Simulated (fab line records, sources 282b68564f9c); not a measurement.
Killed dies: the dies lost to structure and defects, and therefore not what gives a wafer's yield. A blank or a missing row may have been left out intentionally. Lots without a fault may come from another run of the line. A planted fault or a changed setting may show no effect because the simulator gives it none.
A struck lot beside a sound one -- flow rit_cmos -- 17 steps out of a route of 202
Sound: wafers L117.1, L117.4, L117.6. Struck: wafer L138.5 (left out: L138.3, L138.6 of the same lot, which were not struck); the cause appears at the end.
Order at every step that has rows: each side's tool, ch and its chambers, its first start. Under that, the readings that differ: sound wafers -- struck wafers -- difference of the means -- sigmas: that difference in standard deviations of wafers without a fault.
alike: same words and numbers on both sides, and readings whose means sit less than 2 such deviations apart. not compared: any withheld reading, any reading some wafer has no value for, any bound like >300 that may hide the same value, and any number with overlapping values for which the record gives no deviation.
The two part at a step that has a row with sigmas, a row that says differs or no value, or rows on one side only. Non-overlapping numbers with no deviation appear without sigmas and do not part them. A reading missing from all wafers of one side parts the sides only when that side holds two or more wafers.

first, 1 step without rows for these wafers: RIT_PSD_IMPLANT_08.
RIT_PSD_STRIP_09: strips in O2, time 180 s.
  sound on plasma_asher-01 ch 0,1, day 3 04:07; struck on plasma_asher-02 ch 1, day 7 11:32
  alike: drypump_motor_current_A
  not compared: rf_hours_counter_h
RIT_PSD_TW_MEAS_10:
  sound: film_metro-04 at day 3 04:17; struck: film_metro-02 at day 7 11:41
  alike: PSD_TW
then, 3 steps without rows for these wafers: RIT_SDANNEAL_CLEAN_00 (cleans in SC1, time 600 s); RIT_SDANNEAL_CLEAN_01 (cleans in dHF, time 30 s); RIT_SDANNEAL_CLEAN_02 (cleans in SC2, time 600 s).
RIT_SDANNEAL_RTA_03: time 5 s.
  sound on rtp_anneal-01 ch 0, day 3 04:43; struck on rtp_anneal-02 ch 0, day 7 12:06
reading,sound,struck,difference,sigmas
wafer_temp_C_max,1053.4 1052.2 1052.2,1055.1,+2.5,+3
RIT_SDANNEAL_RS_MEAS_04: the measuring method here is four-point-probe.
  sound: film_metro-02 at day 3 04:46; struck: film_metro-03 at day 7 12:11
  alike: PSD_RS
RIT_SDANNEAL_RS_MEAS_05: the measuring method here is four-point-probe.
  sound: film_metro-02 at day 3 04:53; struck: film_metro-03 at day 7 12:18
  alike: NSD_RS
RIT_SDANNEAL_RS_MEAS_06: the measuring method here is four-point-probe.
  sound: film_metro-02 at day 3 05:01; struck: film_metro-03 at day 7 12:25
  alike: PLDD_RS
RIT_SDANNEAL_RS_MEAS_07: the measuring method here is four-point-probe.
  sound: film_metro-02 at day 3 05:08; struck: film_metro-03 at day 7 12:32
  alike: NLDD_RS
then, 1 step without rows for these wafers: RIT_SILICIDE_WET_ETCH_00 (etches SiO2 in BOE, target depth 14 nm, time 15 s).
RIT_SILICIDE_SPUTTER_01: material Ti, target thk 30 nm, time 240 s.
  sound: pvd_sputter-01 at day 3 05:16; struck: pvd_sputter-04 at day 7 12:38
reading,sound,struck,difference,sigmas
throttle_valve_pct (%),28.8 27.5 27.5,31.2,+3.3,+2
model.Ti_of_SILICIDE_SPUTTER_01.thk_nm (nm),29.89 29.72 29.71,36.8,+7.0,
RIT_SILICIDE_RS_MEAS_02: the measuring method here is four-point-probe.
  sound: film_metro-02 at day 3 05:25; struck: film_metro-02 at day 7 12:49
reading,sound,struck,difference,sigmas
SILICIDE_TI_RS (ohm/sq),48.1 48.4 48.5,37.1,-11.2,-17
RIT_SILICIDE_THK_MEAS_03: measures by xrf.
  sound: film_metro-02 at day 3 05:32; struck: film_metro-02 at day 7 12:55
reading,sound,struck,difference,sigmas
SILICIDE_TI_THK (nm),29.5 29.4 29.4,36.6,+7.2,+19
RIT_SILICIDE_RTA_04: time 10 s, ramp up 5 s, ramp down 5 s.
  sound on rtp_anneal-02 ch 0, day 3 05:35; struck on rtp_anneal-01 ch 0, day 7 12:59
  alike: wafer_temp_C_max
RIT_M1_PROBE_99:
  sound: prober-02 at day 3 12:20; struck: prober-02 at day 7 19:51
reading,sound,struck,difference,sigmas
killed_at_front_end,4 6 6,17,+12,+4
killed_dies,4 6 6,17,+12,+4
killed_open,3 2 4,12,+9,+4
model.etest.npoly_line.line_ohm_um,171.7 169.1 164.1,149,-19,
model.etest.ppoly_line.line_ohm_um,160.9 160.7 159.8,143.1,-17.4,
model.etest.contact_pplus.end_ohm_um,42.91 43.5 42.46,53.55,+10.59,
model.etest.contact_nplus.end_ohm_um,41.94 42.97 40.51,50.59,+8.78,
model.etest.ppoly_line.width_nm (nm),100.9 102.6 103.5,100.7,-1.6,
model.etest.npoly_line.rs_ohm_sq,17.01 17.06 17.1,14.83,-2.23,
model.etest.ppoly_line.rs_ohm_sq,16.5 16.46 16.54,14.46,-2.04,
  alike: killed_at_M0_to_M3, killed_at_contacts, killed_short
  not compared: model.etest.npoly_line.width_nm

## WHERE THEY PART
First at RIT_SDANNEAL_RTA_03; last, within this record, at RIT_M1_PROBE_99.

WHY: what had been put in by the simulator
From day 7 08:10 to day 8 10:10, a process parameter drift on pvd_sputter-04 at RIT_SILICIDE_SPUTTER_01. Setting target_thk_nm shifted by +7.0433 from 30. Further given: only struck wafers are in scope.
